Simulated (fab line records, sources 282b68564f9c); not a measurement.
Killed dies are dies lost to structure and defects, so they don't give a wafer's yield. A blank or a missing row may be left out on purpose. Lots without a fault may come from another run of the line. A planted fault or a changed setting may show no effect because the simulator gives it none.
A struck lot beside a sound one | flow rit_cmos | 44 steps out of a route of 202
Sound: wafers L820.1, L820.5, L820.6. Struck: wafers L827.2, L827.3, L827.5. The cause comes at the end.
At each step with rows: each side's tool, then ch and its chambers, then its first start. Under that, the readings that differ: sound wafers | struck wafers | difference of the means | sigmas: that difference in standard deviations of wafers without a fault.
alike: readings whose means differ by less than 2 such deviations, and words and numbers that are the same on both sides. not compared: withheld readings, readings that some wafer has no value for, bounds like >300 that may hide the same value, and numbers for which the record gives no deviation and whose values overlap.
The two part at a step that has a row with sigmas, a row that says differs or no value, or rows on one side only. Numbers that don't overlap but have no deviation are shown without sigmas and don't part them. A reading that every wafer of one side lacks parts them only if that side has two wafers or more.

first, 4 steps without rows for these wafers: RIT_ACTIVE_SOFTBAKE_07 (time 60 s); RIT_ACTIVE_EXPOSE_08 (exposes mask M1, target cd 1400 nm); RIT_ACTIVE_PEB_09; RIT_ACTIVE_DEVELOP_10 (develop time 50 s).
RIT_ACTIVE_CD_MEAS_11: target cd 1400 nm.
  sound on cd_sem-01, day 1 19:41; struck on cd_sem-02, day 3 06:28
  alike: cd_nm
then, 1 step without rows for these wafers: RIT_ACTIVE_HARDBAKE_12 (time 60 s).
RIT_ACTIVE_ETCH_13: etches Si3N4 in SF6, stops on SiO2, time 210 s, target depth 210 nm.
  sound on rie_diel-01 ch 0,1, day 1 19:57; struck on rie_diel-04 ch 1,2, day 3 06:43
  alike: drypump_motor_current_A, oes_product_au, throttle_valve_pct
  not compared: rf_hours_counter_h
RIT_ACTIVE_STRIP_14: strips in O2, time 180 s.
  sound on plasma_asher-01 ch 0,1, day 1 20:05; struck on plasma_asher-01 ch 0,1, day 3 06:50
  alike: drypump_motor_current_A
  not compared: rf_hours_counter_h
RIT_ACTIVE_CD_MEAS_90: target cd 1400 nm.
  sound on cd_sem-02, day 1 20:16; struck on cd_sem-02, day 3 07:02
  alike: cd_nm
then, 3 steps without rows for these wafers: RIT_ACTIVE_CLEAN_15 (cleans in SC1, time 600 s); RIT_ACTIVE_CLEAN_16 (cleans in dHF, time 30 s); RIT_ACTIVE_CLEAN_17 (cleans in SC2, time 600 s).
RIT_FOX1_OXIDATION_00: target thk 350.7 nm, ox time 1130 s.
  sound on furnace-02 ch 0, day 1 20:46; struck on furnace-02 ch 0, day 3 07:32
  reading                                     | sound             | struck            | difference | sigmas
  ox_time_s (s)                               | 1130 1130 1130    | 1356 1356 1356    | +226       |
  model.SiO2_of_FOX1_OXIDATION_00.thk_nm (nm) | 345.4 342.7 348.1 | 381.4 384.9 387.7 | +39.3      |
  alike: tube_center_temp_C_max
RIT_FOX1_THK_MEAS_01:
  sound on film_metro-02, day 1 22:05; struck on film_metro-01, day 3 08:52
  reading             | sound       | struck      | difference | sigmas
  FOX1_OXIDE_THK (nm) | 345 343 348 | 381 385 388 | +39        | +6
then, 2 steps without rows for these wafers: RIT_FOX1_WET_ETCH_02 (etches SiO2 in BOE, target depth 350 nm, time 390 s); RIT_FOX2_OXIDATION_00 (target thk 350.7 nm, ox time 1130 s).
RIT_FOX2_THK_MEAS_01:
  sound on film_metro-03, day 1 23:35; struck on film_metro-01, day 3 10:21
  alike: FOX2_OXIDE_THK
then, 2 steps without rows for these wafers: RIT_FOX2_CLEAN_02 (cleans in dHF, time 180 s); RIT_FOX2_WET_ETCH_03 (etches Si3N4 in H3PO4, target depth 195 nm, time 2700 s).
RIT_FOX2_THK_MEAS_90:
  sound on film_metro-01, day 2 00:28; struck on film_metro-03, day 3 11:18
  alike: FIELD_OXIDE_LEFT_1_THK
then, 6 steps without rows for these wafers: RIT_NWELL_HMDS_00 (prime time 62.11 s); RIT_NWELL_COAT_01 (resist thk 1300 nm); RIT_NWELL_SOFTBAKE_02 (time 60 s); RIT_NWELL_EXPOSE_03 (exposes mask M2, target cd 43900 nm); RIT_NWELL_PEB_04; RIT_NWELL_DEVELOP_05 (develop time 68 s).
RIT_NWELL_OVL_MEAS_06:
  sound on overlay-02, day 2 01:31; struck on overlay-01, day 3 12:22
  alike: NWELL_OVL
then, 2 steps without rows for these wafers: RIT_NWELL_HARDBAKE_07 (time 120 s); RIT_NWELL_IMPLANT_08.
RIT_NWELL_STRIP_09: strips in O2, time 180 s.
  sound on plasma_asher-03 ch 0,1, day 2 01:58; struck on plasma_asher-01 ch 0, day 3 12:47
  reading                     | sound       | struck      | difference | sigmas
  drypump_motor_current_A (A) | 6.4 5.7 6.5 | 5.0 5.0 5.0 | -1.2       | -3
  not compared: rf_hours_counter_h
RIT_NWELL_TW_MEAS_10:
  sound on film_metro-04, day 2 02:08; struck on film_metro-03, day 3 12:58
  reading  | sound          | struck         | difference | sigmas
  NWELL_TW | 2126 2127 2117 | 2154 2153 2152 | +30        | +2
then, 2 steps without rows for these wafers: RIT_PWELL_HMDS_00 (prime time 60 s); RIT_PWELL_COAT_01 (resist thk 1300 nm).
RIT_PWELL_SOFTBAKE_02: time 61.31 s.
  sound on litho_track-03 ch 0, day 2 02:29; struck on litho_track-04 ch 0, day 3 13:21
  alike: plate_sensor_t_centre_C, plate_sensor_t_edge_C
then, 3 steps without rows for these wafers: RIT_PWELL_EXPOSE_03 (exposes mask M3, target cd 43700 nm); RIT_PWELL_PEB_04; RIT_PWELL_DEVELOP_05 (develop time 68 s).
RIT_PWELL_OVL_MEAS_06:
  sound on overlay-02, day 2 03:12; struck on overlay-02, day 3 14:02
  alike: PWELL_OVL
then, 2 steps without rows for these wafers: RIT_PWELL_HARDBAKE_07 (time 120 s); RIT_PWELL_IMPLANT_08.
RIT_PWELL_STRIP_09: strips in O2, time 180 s.
  sound on plasma_asher-04 ch 0,1, day 2 03:38; struck on plasma_asher-04 ch 0,1, day 3 14:28
  alike: drypump_motor_current_A
  not compared: rf_hours_counter_h
RIT_PWELL_TW_MEAS_10:
  sound on film_metro-04, day 2 03:49; struck on film_metro-04, day 3 14:39
  alike: PWELL_TW
RIT_CONTACT_ETCH_11: etches SiO2 in CHF3/CF4/Ar, stops on TiSi2, target depth 480 nm, time 320 s.
  sound on rie_diel-02 ch 0,2,3, day 3 09:17; struck on rie_diel-01 ch 0,1,2, day 4 21:19
  reading                  | sound          | struck            | difference | sigmas
  model.CONTACT.cd_nm (nm) | 1002 1002 1004 | 986.6 987.4 987.2 | -15.6      |
  alike: CHF3_flow_sccm, drypump_motor_current_A, oes_product_au, throttle_valve_pct
  not compared: rf_hours_counter_h
RIT_M1_PROBE_99:
  sound on prober-01, day 3 14:16; struck on prober-02, day 5 02:29
  reading                                    | sound             | struck            | difference | sigmas
  model.etest.nldd.width_nm (nm)             | 3213 3214 3210    | 3128 3142 3143    | -75        |
  model.etest.pldd.width_nm (nm)             | 3212 3193 3187    | 3122 3133 3137    | -67        |
  model.etest.nplus_sal.width_nm (nm)        | 3480 3478 3452    | 3408 3398 3369    | -78        |
  model.etest.pplus_sal.width_nm (nm)        | 3472 3477 3479    | 3406 3379 3388    | -85        |
  model.etest.contact_to_gate.bv_left_v (V)  | 89.64 89.27 91.39 | 94.04 95.04 94.22 | +4.33      |
  model.etest.contact_to_gate.bv_right_v (V) | 89.84 91.1 89.47  | 95.72 95.27 97.99 | +6.19      |
  alike: killed_at_contacts, killed_at_front_end, killed_dies, killed_open, killed_short

WHERE THEY PART
First at RIT_FOX1_THK_MEAS_01; last, within this record, at RIT_NWELL_TW_MEAS_10. Later steps at which nothing parts them and some readings are alike: RIT_PWELL_SOFTBAKE_02, RIT_PWELL_OVL_MEAS_06, RIT_PWELL_STRIP_09, RIT_PWELL_TW_MEAS_10, RIT_CONTACT_ETCH_11, RIT_M1_PROBE_99.

WHY: what the simulator had put in
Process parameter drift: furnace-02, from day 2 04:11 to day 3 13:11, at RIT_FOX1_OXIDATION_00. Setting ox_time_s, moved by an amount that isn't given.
